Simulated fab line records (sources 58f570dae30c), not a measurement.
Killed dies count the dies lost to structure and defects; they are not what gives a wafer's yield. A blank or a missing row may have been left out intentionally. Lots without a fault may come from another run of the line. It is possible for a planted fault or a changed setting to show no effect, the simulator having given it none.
Which tool did it? -- flow berkeleyCmos170 -- 14 lots, 42 wafers sampled, at 1 step of a route of 331

WHAT THE GAUGES READ, wafer by wafer
The record lacks any reading of a measuring or inspecting step that a usual standard deviation could be used to judge.

TOOL THAT RAN EACH LOT (tool first, then ch and the chambers of the sampled wafers, then the start)
lot,UCB170_CONTACT_SOFTBAKE_11
L256,"lithoTrack-02 ch 0, day 7 14:00"
L255,"lithoTrack-03 ch 0, day 7 14:00"
L263,"lithoTrack-04 ch 0, day 8 19:00"
L264,"lithoTrack-03 ch 0, day 8 21:00"
L262,"lithoTrack-03 ch 0, day 8 22:00"
L261,"lithoTrack-04 ch 0, day 8 23:00"
L266,"lithoTrack-03 ch 0, day 9 21:00"
L268,"lithoTrack-03 ch 0, day 10 10:00"
L267,"lithoTrack-02 ch 0, day 10 10:00"
L271,"lithoTrack-03 ch 0, day 10 13:00"
L273,"lithoTrack-03 ch 0, day 10 13:00"
L275,"lithoTrack-03 ch 0, day 11 03:00"
L277,"lithoTrack-03 ch 0, day 12 01:00"
L278,"lithoTrack-02 ch 0, day 12 05:00"
- UCB170_CONTACT_SOFTBAKE_11: time 60 s.

WHAT THE TOOLS THEMSELVES READ (means of the sampled wafers that have a number; where no wafer has one, the mark that the record gives instead)
UCB170_CONTACT_SOFTBAKE_11.
lot,tool,heaterPowerTotalW (W),plateTempC (C)
L256,lithoTrack-02,56.80,130.14
L255,lithoTrack-03,56.80,130.12
L263,lithoTrack-04,56.85,129.91
L264,lithoTrack-03,56.76,129.89
L262,lithoTrack-03,56.80,129.94
L261,lithoTrack-04,56.81,129.95
L266,lithoTrack-03,56.80,130.12
L268,lithoTrack-03,56.81,130.05
L267,lithoTrack-02,56.77,130.10
L271,lithoTrack-03,56.84,130.15
L273,lithoTrack-03,56.84,130.04
L275,lithoTrack-03,56.27,129.09
L277,lithoTrack-03,56.29,129.08
L278,lithoTrack-02,56.78,129.95

THE ANSWER, worked out from the rows above alone
Rule: the lots themselves supply what counts as usual. Put in order of their means at a reading, lots are off if they are a third of the lots or fewer, leave a main group of 4 or more, and stand apart from it by a gap of 3 or more times the standard deviation of the main group's means; of several such gaps the widest counts. If all means in a main group match to the digits the tables above print for the reading, that group is not used. A lot without any number at a reading at which 4 lots or more have one is off too. Where the step has rows for the other lots, those lots are counted as sound. First the gauges in route order, then the tools' own readings, where a lot's mean is used as printed above. The first step at which some lot is off is used, and at that step the reading that is off furthest; a lot without a number counts as furthest.
Off: L275, L277, at UCB170_CONTACT_SOFTBAKE_11 (heaterPowerTotalW). The main group has a mean of 56.80 W with a standard deviation of 0.027.
A tool fits if, at that step or a process step before it, it ran every lot that is off, and no sound lot after the first of them. One candidate fits, namely lithoTrack-03 at UCB170_CONTACT_SOFTBAKE_11. A fault onset in the window from L271 (day 10 13:00, its last sound lot) to L275 (day 11 03:00, its first lot off) fits.
The tool's own readings at UCB170_CONTACT_SOFTBAKE_11 bear it out: on the lots that are off they differ by more than 5 times the standard deviation of the sound lots' means. heaterPowerTotalW reads 56.28 W there against 56.80 W on the sound lots; plateTempC reads 129.09 C there against 130.03 C on the sound lots.

WHAT WAS PUT IN BY THE SIMULATOR
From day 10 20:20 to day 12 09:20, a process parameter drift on lithoTrack-03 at UCB170_CONTACT_SOFTBAKE_11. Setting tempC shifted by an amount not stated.
Struck lots among those shown: L275, L277. The rule above reached the same finding.
